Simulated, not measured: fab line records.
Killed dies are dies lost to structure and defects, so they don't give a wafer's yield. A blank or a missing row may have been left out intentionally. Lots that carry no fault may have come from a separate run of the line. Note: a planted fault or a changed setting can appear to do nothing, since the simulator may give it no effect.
A single fault, viewed from 2 desks / flow berkeleyCmos170 / each desk has only its own numbers; what lay behind them comes last

AT THE TOOL OWNER'S DESK: implanter-01
The tool's own readings at UCB170_PLDD_IMPLANT_08, given as means over the sampled wafers that have a number, one for each lot that went through this tool. A lot is out of limits, marked OUT, if its mean lies more than 4 standard deviations from the usual mean; the brackets give that distance.
Columns: A = beamEnergyKeV at UCB170_PLDD_IMPLANT_08, usual 10.000; B = beamOnS at UCB170_PLDD_IMPLANT_08, usual 10.02 s; C = faradayCurrentUA at UCB170_PLDD_IMPLANT_08, usual 158
lot=L660; first seen here=day 7 15:22; A=10.003; B=9.91; C=160
lot=L664; first seen here=day 7 23:30; A=10.001; B=9.84; C=160
lot=L665; first seen here=day 8 16:03; A=6.499 (-99 or more) OUT; B=14.60 (+23) OUT; C=109 (-15) OUT
lot=L669; first seen here=day 9 10:58; A=6.498 (-99 or more) OUT; B=14.94 (+25) OUT; C=106 (-16) OUT
This desk's finding: out of limits on L665, L669; first on L665, day 8 16:03 (beamEnergyKeV at UCB170_PLDD_IMPLANT_08). Within limits: L660, L664.

AT THE METROLOGY DESK
Lot by lot, what the gauges showed, no matter which tool ran the lot: averages of those sampled wafers that carry a number. A lot is out of limits, marked OUT, if its mean lies more than 4 standard deviations from the usual mean; the brackets give that distance.
Columns: A = PVT_TW at UCB170_PVT_TW_MEAS_09, usual 507; B = cdNm at UCB170_GATE_CD_MEAS_12, usual 349.8 nm; C = cdNm at UCB170_PLDD_CD_MEAS_06, usual 1199.6 nm; D = PLDD_TW at UCB170_PLDD_TW_MEAS_11, usual 1014; E = PLDD_RS at UCB170_SDANNEAL_RS_MEAS_04, usual 1030.0 ohm/sq
lot=L660; first seen here=day 6 22:51; A=507; B=349.4; C=1198.6; D=1015; E=1031.6
lot=L661; first seen here=day 6 23:19; A=508; B=349.8; C=1201.1; D=1034; E=1032.7
lot=L664; first seen here=day 7 08:31; A=519; B=352.1; C=1199.4; D=1006; E=1031.9
lot=L665; first seen here=day 7 22:17; A=508; B=348.7; C=1199.0; D=958 (-5.1) OUT; E=1044.1 (+5.2) OUT
lot=L667; first seen here=day 8 06:43; A=504; B=351.1; C=1201.4; D=1020; E=1030.1
lot=L670; first seen here=day 8 17:21; A=515; B=350.8; C=1195.9; D=1016; E=1036.2
lot=L671; first seen here=day 8 17:31; A=501; B=348.2; C=1199.2; D=1002; E=1030.9
lot=L669; first seen here=day 8 17:47; A=502; B=350.0; C=1200.1; D=949 (-5.9) OUT; E=1043.9 (+5.2) OUT
lot=L674; first seen here=day 9 16:49; A=510; B=352.7; C=1199.4; D=1010; E=1031.0
lot=L675; first seen here=day 9 17:05; A=501; B=349.9; C=1200.0; D=1027; E=1030.6
lot=L679; first seen here=day 10 17:41; A=517; B=348.2; C=1199.7; D=1003; E=1029.1
lot=L677; first seen here=day 10 18:20; A=519; B=350.0; C=1198.3; D=1012; E=1028.7
lot=L681; first seen here=day 10 18:23; A=498; B=349.6; C=1198.6; D=1029; E=1027.7
lot=L682; first seen here=day 11 10:42; A=503; B=348.7; C=1200.5; D=1028; E=1026.2
This desk's result: L665, L669 out of limits, first on L665 (PLDD_TW at UCB170_PLDD_TW_MEAS_11), day 8 16:26. Within limits: L660, L661, L664, L667, L670, L671, L674, L675, L679, L677, L681, L682.

TAKEN TOGETHER
The tool owner's desk had the chance to raise an alarm at day 8 16:03 on L665, L669.
At day 8 16:26 the metrology desk could have sounded an alarm, on L665, L669.
The lots listed all ran UCB170_PLDD_IMPLANT_08 on implanter-01.

WHAT HAD BEEN PUT IN BY THE SIMULATOR
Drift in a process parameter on implanter-01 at UCB170_PLDD_IMPLANT_08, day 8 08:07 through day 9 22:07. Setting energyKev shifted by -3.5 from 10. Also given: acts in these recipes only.
Shown lots that were struck: L665, L669.
Hours from the fault's start to each desk's first reading out of limits: the tool owner's desk, 8; the metrology desk, 8.
